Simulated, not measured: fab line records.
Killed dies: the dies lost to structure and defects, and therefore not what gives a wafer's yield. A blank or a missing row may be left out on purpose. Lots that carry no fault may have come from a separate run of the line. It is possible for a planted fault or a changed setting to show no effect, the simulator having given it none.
fab line records | flow rit_cmos
[record] lots = 6 | wafers = 18 | last_day = 7
route steps=202 shown NWELL@35 PWELL@39 M1@202
lots with no fault: from the same line, run without faults
start_h: hours from the record's opening day to when the first of the lot's shown wafers began | wait_h: hours from the lot's prior step to this one | " same as the row above | L1.1+2: a row that stands for several wafers | - no value present, or no start provided | * or withheld: withheld | < > ~ a bound
route shown NAME@n: NAME is a module with steps in the file, n the number in the route of the first one | usual: mean/standard deviation of fault-free wafers | same: alike in all rows | chamber/n: place in a boat | sites: readings site by site | _std_site: the standard deviation of these | _edge_site: inner sites' mean taken away from outer sites' mean | radius_mm: how far each site lies from the wafer's centre | mask NAME#n: copy n | behind: the most recent tool/chamber to have shaped the wafer | hold: why the lot was held/for how many hours/how that ended | device: which transistor (n, p or np) failed to switch | end of line: tests of these same wafers at the route's end | a step without rows: its recipe alone | killed: dies that structure and defects cost at the first sort, which is not the same as the wafer's yield | map: dies across one wafer; x = killed, . = not, _ = none there
set.NAME: the setting the step ran with; set.NAME@STEP: the setting that earlier step ran with | model.NAME: the simulator's own value behind a step, which no gauge read
lots at some steps of the route; a table a step, a row a wafer
services: when a tool's chamber went out of use (start_h, in hours from the record's first day, below 0 if earlier), for how many hours, and the reason
[[steps]]
[step RIT_NWELL_HARDBAKE_07]
[recipe] resist = NOVOLAK | temp_c = 140 | time_s = 120
[step RIT_NWELL_IMPLANT_08]
[recipe] species = P | energy_kev = 170 | dose_cm2 = 5e+13 | tilt_deg = 7
[step RIT_NWELL_STRIP_09]
[recipe] chemistry = O2 | time_s = 180 | resist = NOVOLAK | platen_temp_c = withheld | power_w = 500 | pressure_mtorr = 4000 | o2_flow_sccm = 4000
[usual] drypump_motor_current_A = 5.3/0.5
lot.wafer | tool            | chamber | start_h | wait_h | drypump_motor_current_A | rf_hours_counter_h
L155.3    | plasma_asher-02 | 1       | 21.28   | 0.1    | 5.5                     | -
L155.4    | "               | 0       | "       | "      | 4.7                     | -
L155.6    | "               | 0       | "       | "      | 4.7                     | -
L163.3    | plasma_asher-02 | 1       | 61.44   | 0.1    | 5.5                     | -
L163.4    | "               | 0       | "       | "      | 4.7                     | -
L163.6    | "               | 0       | "       | "      | 4.7                     | -
L169.2    | plasma_asher-04 | 0       | 90.69   | 0.1    | 6.3                     | 48
L169.5    | "               | 0       | "       | "      | 6.3                     | -
L169.6    | "               | 1       | "       | "      | 4.9                     | -
L171.1    | plasma_asher-03 | 0       | 100.73  | 0.1    | 5.4                     | 40
L171.5    | "               | 1       | "       | "      | 5.4                     | -
L171.6    | "               | 0       | "       | "      | 5.4                     | -
L173.2    | plasma_asher-02 | 1       | 111.99  | 0.1    | 5.5                     | 33
L173.3    | "               | 0       | "       | "      | 4.7                     | -
L173.4    | "               | 1       | "       | "      | 5.5                     | -
L175.3    | plasma_asher-03 | 1       | 120.75  | 0.1    | 5.4                     | -
L175.5    | "               | 0       | "       | "      | 5.4                     | -
L175.6    | "               | 1       | "       | "      | 5.4                     | -
[step RIT_NWELL_TW_MEAS_10]
[usual] NWELL_TW = 2151/15
lot.wafer | tool          | chamber | start_h | wait_h | NWELL_TW
L155.3    | film_metro-03 | -       | 21.42   | 0.1    | 2169
L155.4    | "             | -       | "       | "      | 2147
L155.6    | "             | -       | "       | "      | 2170
L163.3    | film_metro-04 | -       | 61.58   | 0.1    | 2129
L163.4    | "             | -       | "       | "      | 2142
L163.6    | "             | -       | "       | "      | 2135
L169.2    | film_metro-04 | -       | 90.87   | 0.1    | 2159
L169.5    | "             | -       | "       | "      | 2157
L169.6    | "             | -       | "       | "      | 2144
L171.1    | film_metro-04 | -       | 100.90  | 0.1    | 2137
L171.5    | "             | -       | "       | "      | 2136
L171.6    | "             | -       | "       | "      | 2135
L173.2    | film_metro-04 | -       | 112.17  | 0.1    | 2134
L173.3    | "             | -       | "       | "      | 2140
L173.4    | "             | -       | "       | "      | 2147
L175.3    | film_metro-04 | -       | 120.88  | 0.1    | 2132
L175.5    | "             | -       | "       | "      | 2138
L175.6    | "             | -       | "       | "      | 2142
[step RIT_PWELL_HMDS_00]
[recipe] prime_time_s = 60 | prime_temp_c = 140
[step RIT_PWELL_COAT_01]
[recipe] resist = NOVOLAK | spin_rpm = 2000 | resist_thk_nm = 1300
[step RIT_PWELL_SOFTBAKE_02]
[recipe] resist = NOVOLAK | temp_c = 90 | time_s = 60
[step RIT_PWELL_EXPOSE_03]
[recipe] mask_id = M3 | na = 0.57 | target_cd_nm = 43700 | dose_mj = 250
[step RIT_PWELL_PEB_04]
[recipe] resist = NOVOLAK | temp_c = withheld | time_s = withheld
[step RIT_PWELL_DEVELOP_05]
[recipe] resist = NOVOLAK | develop_time_s = 68 | dev_temp_c = 23.31
[step RIT_PWELL_OVL_MEAS_06]
[usual] PWELL_OVL = 0.0/1.3
lot.wafer | tool       | chamber | start_h | wait_h | PWELL_OVL[nm]
L155.3    | overlay-02 | -       | 22.49   | -      | 0.3
L155.4    | "          | -       | "       | "      | -1.5
L155.6    | "          | -       | "       | "      | 0.5
L163.3    | overlay-02 | -       | 62.70   | -      | 0.8
L163.4    | "          | -       | "       | "      | 0.1
L163.6    | "          | -       | "       | "      | 2.1
L169.2    | overlay-01 | -       | 91.93   | -      | 0.0
L169.5    | "          | -       | "       | "      | 0.3
L169.6    | "          | -       | "       | "      | 0.9
L171.1    | overlay-02 | -       | 101.94  | -      | -1.1
L171.5    | "          | -       | "       | "      | -0.3
L171.6    | "          | -       | "       | "      | -1.3
L173.2    | overlay-01 | -       | 113.23  | -      | 1.6
L173.3    | "          | -       | "       | "      | -1.4
L173.4    | "          | -       | "       | "      | -1.0
L175.3    | overlay-01 | -       | 121.81  | -      | 1.1
L175.5    | "          | -       | "       | "      | 0.1
L175.6    | "          | -       | "       | "      | 0.6
[step RIT_PWELL_HARDBAKE_07]
[recipe] resist = NOVOLAK | temp_c = 140 | time_s = 120
[step RIT_PWELL_IMPLANT_08]
[recipe] species = B | energy_kev = 170 | dose_cm2 = 7e+13 | tilt_deg = 7
[usual] beam_on_s = 9.98/0.19 | faraday_current_uA = 222/4.2
lot.wafer | tool         | chamber | start_h | wait_h | beam_on_s | faraday_current_uA
L155.3    | implanter-03 | 0       | 22.81   | 0.2    | 10.04     | 221
L155.4    | "            | 0       | "       | "      | 10.14     | 219
L155.6    | "            | 0       | "       | "      | 9.80      | 226
L163.3    | implanter-04 | 0       | 63.02   | 0.2    | 10.08     | 220
L163.4    | "            | 0       | "       | "      | 9.90      | 224
L163.6    | "            | 0       | "       | "      | 10.02     | 220
L169.2    | implanter-03 | 0       | 92.24   | 0.2    | 9.13      | 244
L169.5    | "            | 0       | "       | "      | 8.66      | 257
L169.6    | "            | 0       | "       | "      | 8.73      | 255
L171.1    | implanter-03 | 0       | 102.23  | 0.2    | 8.88      | 249
L171.5    | "            | 0       | "       | "      | 8.58      | 258
L171.6    | "            | 0       | "       | "      | 8.83      | 251
L173.2    | implanter-04 | 0       | 113.54  | 0.2    | 9.96      | 223
L173.3    | "            | 0       | "       | "      | 10.05     | 220
L173.4    | "            | 0       | "       | "      | 9.64      | 229
L175.3    | implanter-04 | 0       | 122.14  | 0.2    | 10.29     | 217
L175.5    | "            | 0       | "       | "      | 9.89      | 224
L175.6    | "            | 0       | "       | "      | 9.94      | 223
[step RIT_PWELL_STRIP_09]
[recipe] chemistry = O2 | time_s = 180 | resist = NOVOLAK | platen_temp_c = withheld | power_w = 500 | pressure_mtorr = 4000 | o2_flow_sccm = 4000
[usual] drypump_motor_current_A = 5.6/0.58
lot.wafer | tool            | chamber | start_h | wait_h | drypump_motor_current_A | rf_hours_counter_h
L155.3    | plasma_asher-03 | 0       | 22.97   | 0.1    | 5.4                     | -
L155.4    | "               | 1       | "       | "      | 5.4                     | -
L155.6    | "               | 1       | "       | "      | 5.4                     | -
L163.3    | plasma_asher-01 | 1       | 63.18   | 0.1    | 6.1                     | -
L163.4    | "               | 0       | "       | "      | 6.0                     | -
L163.6    | "               | 1       | "       | "      | 6.0                     | -
L169.2    | plasma_asher-04 | 0       | 92.36   | 0.1    | 6.3                     | 48
L169.5    | "               | 1       | "       | "      | 4.9                     | -
L169.6    | "               | 0       | "       | "      | 6.3                     | -
L171.1    | plasma_asher-01 | 1       | 102.38  | 0.1    | 6.1                     | 48
L171.5    | "               | 0       | "       | "      | 6.0                     | -
L171.6    | "               | 1       | "       | "      | 6.1                     | -
L173.2    | plasma_asher-04 | 0       | 113.66  | 0.1    | 6.3                     | 51
L173.3    | "               | 1       | "       | "      | 4.9                     | -
L173.4    | "               | 0       | "       | "      | 6.3                     | -
L175.3    | plasma_asher-04 | 1       | 122.30  | 0.1    | 4.8                     | -
L175.5    | "               | 1       | "       | "      | 4.9                     | -
L175.6    | "               | 0       | "       | "      | 6.3                     | -
[step RIT_PWELL_TW_MEAS_10]
[usual] PWELL_TW = 954/5.4
lot.wafer | tool          | chamber | start_h | wait_h | hold                     | PWELL_TW
L155.3    | film_metro-04 | -       | 23.10   | 0.1    | -                        | 958
L155.4    | "             | -       | "       | "      | -                        | 960
L155.6    | "             | -       | "       | "      | -                        | 957
L163.3    | film_metro-03 | -       | 63.32   | 0.1    | -                        | 960
L163.4    | "             | -       | "       | "      | -                        | 962
L163.6    | "             | -       | "       | "      | -                        | 966
L169.2    | film_metro-02 | -       | 92.55   | 0.1    | await_dispo/0.2h/release | 916
L169.5    | "             | -       | "       | "      | await_dispo/0.2h/release | 921
L169.6    | "             | -       | "       | "      | await_dispo/0.2h/release | 923
L169.2    | film_metro-02 | -       | 92.77   | 0.2    | -                        | 922
L169.5    | "             | -       | "       | "      | -                        | 923
L169.6    | "             | -       | "       | "      | -                        | 918
L171.1    | film_metro-02 | -       | 102.56  | 0.1    | await_dispo/0.2h/release | 926
L171.5    | "             | -       | "       | "      | await_dispo/0.2h/release | 924
L171.6    | "             | -       | "       | "      | await_dispo/0.2h/release | 925
L171.1    | film_metro-02 | -       | 102.78  | 0.2    | -                        | 927
L171.5    | "             | -       | "       | "      | -                        | 923
L171.6    | "             | -       | "       | "      | -                        | 931
L173.2    | film_metro-04 | -       | 113.85  | 0.1    | -                        | 945
L173.3    | "             | -       | "       | "      | -                        | 948
L173.4    | "             | -       | "       | "      | -                        | 943
L175.3    | film_metro-04 | -       | 122.43  | 0.1    | -                        | 953
L175.5    | "             | -       | "       | "      | -                        | 947
L175.6    | "             | -       | "       | "      | -                        | 957
[step RIT_WELLDRIVE_RS_MEAS_01]
[recipe] thk_meas_gauge = four-point-probe
[usual] NWELL_RS = 275.5/0.81
lot.wafer | tool          | chamber | start_h | wait_h | NWELL_RS[ohm/sq]
L155.3    | film_metro-04 | -       | 28.27   | 0.0    | 276.5
L155.4    | "             | -       | "       | "      | 277.1
L155.6    | "             | -       | "       | "      | 275.8
L163.3    | film_metro-03 | -       | 69.21   | 0.0    | 275.4
L163.4    | "             | -       | "       | "      | 275.6
L163.6    | "             | -       | "       | "      | 275.3
L169.2    | film_metro-03 | -       | 105.54  | 0.0    | 274.2
L169.5    | "             | -       | "       | "      | 274.4
L169.6    | "             | -       | "       | "      | 273.9
L171.1    | film_metro-03 | -       | 111.38  | 0.1    | 275.6
L171.5    | "             | -       | "       | "      | 274.4
L171.6    | "             | -       | "       | "      | 275.2
L173.2    | film_metro-02 | -       | 119.00  | 0.0    | 276.0
L173.3    | "             | -       | "       | "      | 275.1
L173.4    | "             | -       | "       | "      | 275.3
L175.3    | film_metro-03 | -       | 127.60  | 0.0    | 275.4
L175.5    | "             | -       | "       | "      | 275.6
L175.6    | "             | -       | "       | "      | 275.4
[step RIT_WELLDRIVE_RS_MEAS_02]
[recipe] thk_meas_gauge = four-point-probe
[usual] PWELL_RS = 429.5/1.1
lot.wafer | tool          | chamber | start_h | wait_h | hold                     | PWELL_RS[ohm/sq]
L155.3    | film_metro-04 | -       | 28.39   | 0.1    | -                        | 429.4
L155.4    | "             | -       | "       | "      | -                        | 430.7
L155.6    | "             | -       | "       | "      | -                        | 429.8
L163.3    | film_metro-03 | -       | 69.33   | 0.1    | -                        | 431.5
L163.4    | "             | -       | "       | "      | -                        | 431.5
L163.6    | "             | -       | "       | "      | -                        | 430.1
L169.2    | film_metro-03 | -       | 105.66  | 0.1    | await_dispo/0.2h/release | 462.1
L169.5    | "             | -       | "       | "      | await_dispo/0.2h/release | 461.5
L169.6    | "             | -       | "       | "      | await_dispo/0.2h/release | 461.1
L169.2    | film_metro-03 | -       | 105.95  | 0.3    | -                        | 462.5
L169.5    | "             | -       | "       | "      | -                        | 462.4
L169.6    | "             | -       | "       | "      | -                        | 461.0
L171.1    | film_metro-03 | -       | 111.50  | 0.1    | await_dispo/0.2h/release | 460.6
L171.5    | "             | -       | "       | "      | await_dispo/0.2h/release | 461.7
L171.6    | "             | -       | "       | "      | await_dispo/0.2h/release | 461.2
L171.1    | film_metro-03 | -       | 111.79  | 0.3    | -                        | 461.3
L171.5    | "             | -       | "       | "      | -                        | 461.2
L171.6    | "             | -       | "       | "      | -                        | 461.2
L173.2    | film_metro-02 | -       | 119.12  | 0.1    | -                        | 431.4
L173.3    | "             | -       | "       | "      | -                        | 430.1
L173.4    | "             | -       | "       | "      | -                        | 430.5
L175.3    | film_metro-03 | -       | 127.72  | 0.1    | -                        | 428.7
L175.5    | "             | -       | "       | "      | -                        | 429.3
L175.6    | "             | -       | "       | "      | -                        | 427.0
[step RIT_M1_PROBE_99]
[usual] killed_at_front_end = 7/3.1 | killed_dies = 7/3.1 | killed_open = 3.5/1.9 | killed_short = 3.6/2.1
[same] gross_dies = 264 | killed_at_M0_to_M3 = 0 | killed_at_M4_up = 0 | killed_at_back_side = 0 | killed_at_contacts = 0 | killed_at_other = 0
lot.wafer | tool      | chamber | start_h | wait_h | killed_at_front_end | killed_dies | killed_open | killed_short
L155.3    | prober-02 | -       | 56.67   | 0.2    | 2                   | 2           | 0           | 2
L155.4    | prober-02 | -       | 56.72   | 0.2    | 9                   | 9           | 7           | 2
L155.6    | prober-02 | -       | 56.82   | 0.2    | 9                   | 9           | 5           | 4
L163.3    | prober-02 | -       | 98.29   | 0.2    | 6                   | 6           | 3           | 3
L163.4    | prober-02 | -       | 98.34   | 0.2    | 5                   | 5           | 3           | 2
L163.6    | prober-02 | -       | 98.44   | 0.2    | 10                  | 10          | 5           | 5
L169.2    | prober-02 | -       | 141.03  | 0.1    | 9                   | 9           | 6           | 3
L169.5    | prober-02 | -       | 141.18  | 0.2    | 9                   | 9           | 5           | 4
L169.6    | prober-02 | -       | 141.23  | 0.2    | 11                  | 11          | 6           | 5
L171.1    | prober-02 | -       | 145.96  | 0.1    | 7                   | 7           | 7           | 0
L171.5    | prober-02 | -       | 146.16  | 0.2    | 5                   | 5           | 4           | 1
L171.6    | prober-02 | -       | 146.21  | 0.2    | 4                   | 4           | 2           | 2
L173.2    | prober-02 | -       | 148.72  | 0.1    | 11                  | 11          | 7           | 4
L173.3    | prober-02 | -       | 148.77  | 0.2    | 10                  | 10          | 6           | 4
L173.4    | prober-02 | -       | 148.82  | 0.2    | 16                  | 16          | 5           | 11
L175.3    | prober-02 | -       | 159.94  | 0.2    | 1                   | 1           | 1           | 0
L175.5    | prober-02 | -       | 160.04  | 0.2    | 5                   | 5           | 2           | 3
L175.6    | prober-02 | -       | 160.09  | 0.2    | 4                   | 4           | 2           | 2
// killed by level:class
L155.3 FOX2:geometric_particle:short=2
L155.4 SPACER:geometric_particle:open=3 FOX2:geometric_particle:open=2 SPACER:geometric_particle:short=2 FOX1:geometric_particle:open=1 GATE:geometric_particle:open=1
L155.6 GATE:geometric_particle:open=4 GATE:geometric_particle:short=2 FOX2:geometric_particle:short=1 SPACER:geometric_particle:open=1 SILICIDE:geometric_particle:short=1
L163.3 FOX1:geometric_particle:open=1 FOX1:geometric_particle:short=1 FOX2:geometric_particle:short=1 GATE:geometric_particle:open=1 REOX:geometric_particle:short=1 REOX:geometric_particle:open=1
L163.4 SPACER:geometric_particle:open=2 GATE:geometric_particle:open=1 GATE:geometric_particle:short=1 SPACER:geometric_particle:short=1
L163.6 GATE:geometric_particle:short=5 GATE:geometric_particle:open=2 REOX:geometric_particle:open=2 FOX1:geometric_particle:open=1
L169.2 GATE:geometric_particle:open=2 SPACER:geometric_particle:open=2 FOX1:geometric_particle:short=1 FOX1:geometric_particle:open=1 FOX2:geometric_particle:open=1 GATE:geometric_particle:short=1 SPACER:geometric_particle:short=1
L169.5 SPACER:geometric_particle:short=2 SILICIDE:geometric_particle:open=2 FOX1:geometric_particle:short=1 GATE:geometric_particle:open=1 GATE:geometric_particle:short=1 REOX:geometric_particle:open=1 SPACER:geometric_particle:open=1
L169.6 SPACER:geometric_particle:short=4 SPACER:geometric_particle:open=2 SILICIDE:geometric_particle:open=2 FOX1:geometric_particle:open=1 REOX:geometric_particle:open=1 SILICIDE:geometric_particle:short=1
L171.1 FOX1:geometric_particle:open=3 SILICIDE:geometric_particle:open=3 GATE:geometric_particle:open=1
L171.5 GATE:geometric_particle:open=2 FOX1:geometric_particle:open=1 FOX2:geometric_particle:open=1 SILICIDE:geometric_particle:short=1
L171.6 GATE:geometric_particle:open=2 FOX1:geometric_particle:short=1 GATE:geometric_particle:short=1
L173.2 REOX:geometric_particle:open=3 GATE:geometric_particle:open=2 SPACER:geometric_particle:short=2 SILICIDE:geometric_particle:open=2 GATE:geometric_particle:short=1 REOX:geometric_particle:short=1
L173.3 GATE:geometric_particle:short=3 GATE:geometric_particle:open=2 SPACER:geometric_particle:open=2 SILICIDE:geometric_particle:open=2 FOX1:geometric_particle:short=1
L173.4 GATE:geometric_particle:short=7 REOX:geometric_particle:open=3 GATE:geometric_particle:open=2 REOX:geometric_particle:short=2 SPACER:geometric_particle:short=1 SILICIDE:geometric_particle:short=1
L175.3 FOX1:geometric_particle:open=1
L175.5 FOX1:geometric_particle:open=1 FOX2:geometric_particle:short=1 GATE:geometric_particle:short=1 GATE:geometric_particle:open=1 SPACER:geometric_particle:short=1
L175.6 GATE:geometric_particle:open=2 GATE:geometric_particle:short=1 REOX:geometric_particle:short=1
[[services]]
tool            | chamber | start_h | hours | kind
plasma_asher-03 | -       | 30.14   | 7.3   | repair
plasma_asher-02 | -       | 50.59   | 2.3   | repair
plasma_asher-01 | -       | 60.14   | 2.8   | pm
implanter-04    | -       | 76.94   | 5.0   | pm
plasma_asher-02 | -       | 77.20   | 0.7   | repair
plasma_asher-02 | -       | 78.69   | 1.6   | repair
plasma_asher-03 | -       | 79.26   | 1.9   | repair
plasma_asher-02 | -       | 88.25   | 2.5   | repair
plasma_asher-03 | -       | 108.75  | 9.0   | pm
plasma_asher-03 | 0       | 108.75  | 9.0   | vent_cycle
plasma_asher-03 | 1       | 108.75  | 9.0   | vent_cycle
plasma_asher-03 | 0       | 117.75  | -     | clean
plasma_asher-03 | 1       | 117.75  | -     | clean
[[key]]
[first_sign] step = RIT_PWELL_IMPLANT_08 | reading = faraday_current_uA | direction = up | sigmas = 7.1 | usual = 222 | struck = 252
[effect] step = RIT_PWELL_IMPLANT_08 | reading = beam_on_s | direction = down | sigmas = 6.1 | usual = 9.98 | struck = 8.80
[effect] step = RIT_PWELL_TW_MEAS_10 | reading = visit | direction = added
[effect] step = RIT_PWELL_TW_MEAS_10 | reading = PWELL_TW | direction = down | sigmas = 5.8 | usual = 954 | struck = 922
[effect] step = RIT_WELLDRIVE_RS_MEAS_02 | reading = visit | direction = added
[effect] step = RIT_WELLDRIVE_RS_MEAS_02 | reading = PWELL_RS | direction = up | sigmas = 29 | usual = 429.5 | struck = 461.4
met_at RIT_PWELL_IMPLANT_08
struck_wafers L169.2,L169.5,L169.6,L171.1,L171.5,L171.6
tester_left_out L169,L171
onset_between 22.81 92.24
[fault] kind = process_parameter_drift | tool = implanter-03 | chamber = - | onset_h = 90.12 | steps = RIT_PWELL_IMPLANT_08 | channel = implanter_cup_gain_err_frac | offset = 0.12 | shape = step | end_h = 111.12
// tester_left_out: of these lots the tester's yield and bins aren't shown, on N5 and GAA mostly nor the transistor test; their killed dies are dies lost to structure and defects alone, not to doping, threshold or leakage, so they don't give the yield
